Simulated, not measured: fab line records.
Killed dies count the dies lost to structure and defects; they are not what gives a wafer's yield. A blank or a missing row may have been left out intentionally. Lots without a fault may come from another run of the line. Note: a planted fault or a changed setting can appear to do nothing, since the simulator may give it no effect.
Comparing a struck lot with a sound one | flow rit-cmos | 17 steps out of a route of 202
Sound: the wafers L115.3, L115.4, L115.5. Wafers struck: L128.2, L128.3, L128.4. The cause comes at the end.
Per side, at each step with rows, come the tool, then ch with its chambers, and then its first start. Under that, the readings that differ: sound wafers | struck wafers | difference of the means | sigmas: that difference in standard deviations of wafers without a fault.
alike: words and numbers the same on both sides, and readings whose means are apart by under 2 such deviations; not compared: readings that were withheld, readings missing a value for some wafer, numbers with overlapping values and no deviation given by the record, and bounds like >300 which may hide the same value.
Wherever a step has rows on one side only, a row that says differs or no value, or a row with sigmas, the two part there. Non-overlapping numbers with no deviation appear without sigmas and do not part them. A reading that every wafer of one side lacks parts them only if that side has two wafers or more.

first, 1 step without rows for these wafers: RIT_PRETRO_DEVELOP_05 (develop time 68 s).
RIT_PRETRO_OVL_MEAS_06:
  sound on overlay-01, day 2 07:52; struck on overlay-02, day 4 23:44
  alike: PRETRO_OVL
then, 2 steps without rows for these wafers: RIT_PRETRO_HARDBAKE_07 (time 120 s); RIT_PRETRO_IMPLANT_08.
RIT_PRETRO_STRIP_09: strips in O2, time 180 s.
  sound on plasma-asher-01 ch 0,1, day 2 08:20; struck on plasma-asher-03 ch 0,1, day 5 00:10
  alike: drypump-motor-current-A
  not compared: rf-hours-counter-h
RIT_PRETRO_TW_MEAS_10:
  sound on film-metro-04, day 2 08:29; struck on film-metro-04, day 5 00:21
  alike: PRETRO_TW
then, 5 steps without rows for these wafers: RIT_GATE_WET_ETCH_00 (etches SiO2 in BOE, target depth 56 nm, time 60 s); RIT_GATE_CLEAN_01 (cleans in SC1, time 600 s); RIT_GATE_CLEAN_02 (cleans in dHF, time 30 s); RIT_GATE_CLEAN_03 (cleans in SC2, time 600 s); RIT_GATE_CLEAN_04 (cleans in dHF, time 60 s).
RIT_FOX2_THK_MEAS_91:
  sound on film-metro-02, day 2 08:58; struck on film-metro-03, day 5 00:50
  alike: FIELD_OXIDE_LEFT_2_THK
RIT_GATE_OXIDATION_05: target thk 3 nm, ox time 270 s.
  sound on furnace-03 ch 0, day 2 09:00; struck on furnace-03 ch 0, day 5 00:53
  reading                                     | sound             | struck            | difference | sigmas
  spike-tc-centre-C (C)                       | 902.5 902.3 903.1 | 886.8 887.4 887.5 | -15.4      | -10
  spike-tc-load-C (C)                         | 923 925 922       | 907 907 907       | -16        | -5
  spike-tc-source-C (C)                       | 920.9 920.8 920.7 | 905.0 904.1 903.9 | -16.5      | -7
  model.SiO2_of_GATE_OXIDATION_05.thk-nm (nm) | 2.948 3.005 3.022 | 2.461 2.531 2.469 | -0.505     |
then, 1 step without rows for these wafers: RIT_GATE_ANNEAL_06 (time 600 s).
RIT_GATE_THK_MEAS_07:
  sound on film-metro-02, day 2 10:21; struck on film-metro-02, day 5 02:13
  reading             | sound          | struck         | difference | sigmas
  GATE_OXIDE_THK (nm) | 2.97 2.98 3.06 | 2.46 2.53 2.45 | -0.52      | -9
then, 1 step without rows for these wafers: RIT_GATE_CVD_08 (deposits poly-Si from SiH4, target thk 250 nm, time 2220 s).
RIT_M1_PROBE_99:
  sound on prober-02, day 3 14:38; struck on prober-02, day 6 03:47
  reading                             | sound             | struck            | difference | sigmas
  model.etest.pmos_0p3.r-on-ohm-um    | 6164 6213 6262    | 5241 5312 5318    | -923       |
  model.etest.pmos-turned.r-on-ohm-um | 3432 3350 3431    | 2982 2918 2986    | -442       |
  model.etest.pmos_0p15.r-on-ohm-um   | 2796 2737 2784    | 2419 2373 2444    | -360       |
  model.etest.nmos_0p3.r-on-ohm-um    | 2110 2120 2151    | 1912 1939 1926    | -201       |
  model.etest.nmos_0p15.drive-ua-um   | 470 471.9 470.6   | 541.8 546.7 541.3 | +72.4      |
  model.etest.nmos_0p15.r-on-ohm-um   | 1116 1095 1124    | 1074 1050 1073    | -46        |
  model.etest.nmos-narrow.drive-ua-um | 235 226.3 222.1   | 282.6 278.6 285.7 | +54.5      |
  model.etest.nmos_0p3.drive-ua-um    | 232.1 225.8 225.6 | 284.9 278 284.2   | +54.5      |
  alike: killed-at-contacts, killed-at-front-end, killed-dies, killed-open, killed-short

WHERE THEY PART
At RIT_GATE_OXIDATION_05 first; at RIT_GATE_THK_MEAS_07 last (within this record only). Later steps at which nothing parts them and some readings are alike: RIT_M1_PROBE_99.

WHY: what the simulator had put in
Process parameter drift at RIT_GATE_OXIDATION_05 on furnace-03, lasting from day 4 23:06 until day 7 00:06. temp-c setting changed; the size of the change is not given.
